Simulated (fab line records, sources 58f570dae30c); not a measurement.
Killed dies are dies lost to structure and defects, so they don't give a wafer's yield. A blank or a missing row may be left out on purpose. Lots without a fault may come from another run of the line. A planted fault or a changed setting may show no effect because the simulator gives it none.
One fault seen from 2 desks | flow berkeley_cmos170 | each desk has only its own numbers; what lay behind them comes last

THE TOOL OWNER'S DESK: litho_track-03
The tool's own readings at UCB170_NLDD_DEVELOP_05 (develop time 45 s): means of the sampled wafers that have a number, for each lot that ran on this tool. A lot is out of limits, marked OUT, if its mean lies more than 4 standard deviations from the usual mean; the brackets give that distance.
Columns: A = developer_temp_C at UCB170_NLDD_DEVELOP_05, usual 21.04 C
lot  | first seen here | A
L327 | day 6 08:00     | 21.02
L332 | day 7 21:00     | 21.10
L336 | day 8 12:00     | 20.13 (-9.1) OUT
L337 | day 8 12:00     | 20.15 (-8.9) OUT
L339 | day 9 03:00     | 20.09 (-9.5) OUT
This desk's finding: out of limits on L336, L337, L339; first on L336, day 8 12:00 (developer_temp_C at UCB170_NLDD_DEVELOP_05). In limits: L327, L332.

THE METROLOGY DESK
What the gauges read, lot by lot, whatever tool the lot ran on: means of the sampled wafers that have a number. A lot is out of limits, marked OUT, if its mean lies more than 4 standard deviations from the usual mean; the brackets give that distance.
Columns: A = PFIELD_TW at UCB170_PFIELD_TW_MEAS_09, usual 604; B = SILICIDE_TI_THK at UCB170_SILICIDE_THK_MEAS_03, usual 29.8 nm
lot  | first seen here | A   | B
L327 | day 4 06:59     | 609 | 29.8
L329 | day 4 13:31     | 602 | 30.0
L331 | day 5 04:21     | 604 | 29.6
L330 | day 5 04:54     | 607 | 29.5
L332 | day 5 18:58     | 604 | 29.8
L333 | day 5 19:10     | 605 | 29.6
L336 | day 6 12:46     | 602 | 29.9
L337 | day 6 13:02     | 600 | 30.4
L339 | day 7 05:56     | 603 | 30.0
L341 | day 7 15:48     | 601 | 29.9
L343 | day 7 18:41     | 602 | 30.0
L342 | day 8 03:10     | 606 | 30.1
L345 | day 8 03:43     | 607 | 29.9
L349 | day 8 20:25     | 607 | 29.2
L347 | day 8 20:40     | 600 | 29.8
This desk's finding: nothing out of limits on any of the 15 lots.

PUT TOGETHER
The tool owner's desk could have raised an alarm at day 8 12:00, on L336, L337, L339.
The metrology desk saw nothing out of limits.
The metrology desk has L336, L337, L339 on record, within its limits.
Of the lots named, all ran UCB170_NLDD_DEVELOP_05 on litho_track-03.

WHAT THE SIMULATOR HAD PUT IN
Process parameter drift: litho_track-03, from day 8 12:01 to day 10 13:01, at UCB170_NLDD_DEVELOP_05. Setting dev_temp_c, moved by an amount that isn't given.
Lots struck among those shown: L336, L337, L339.
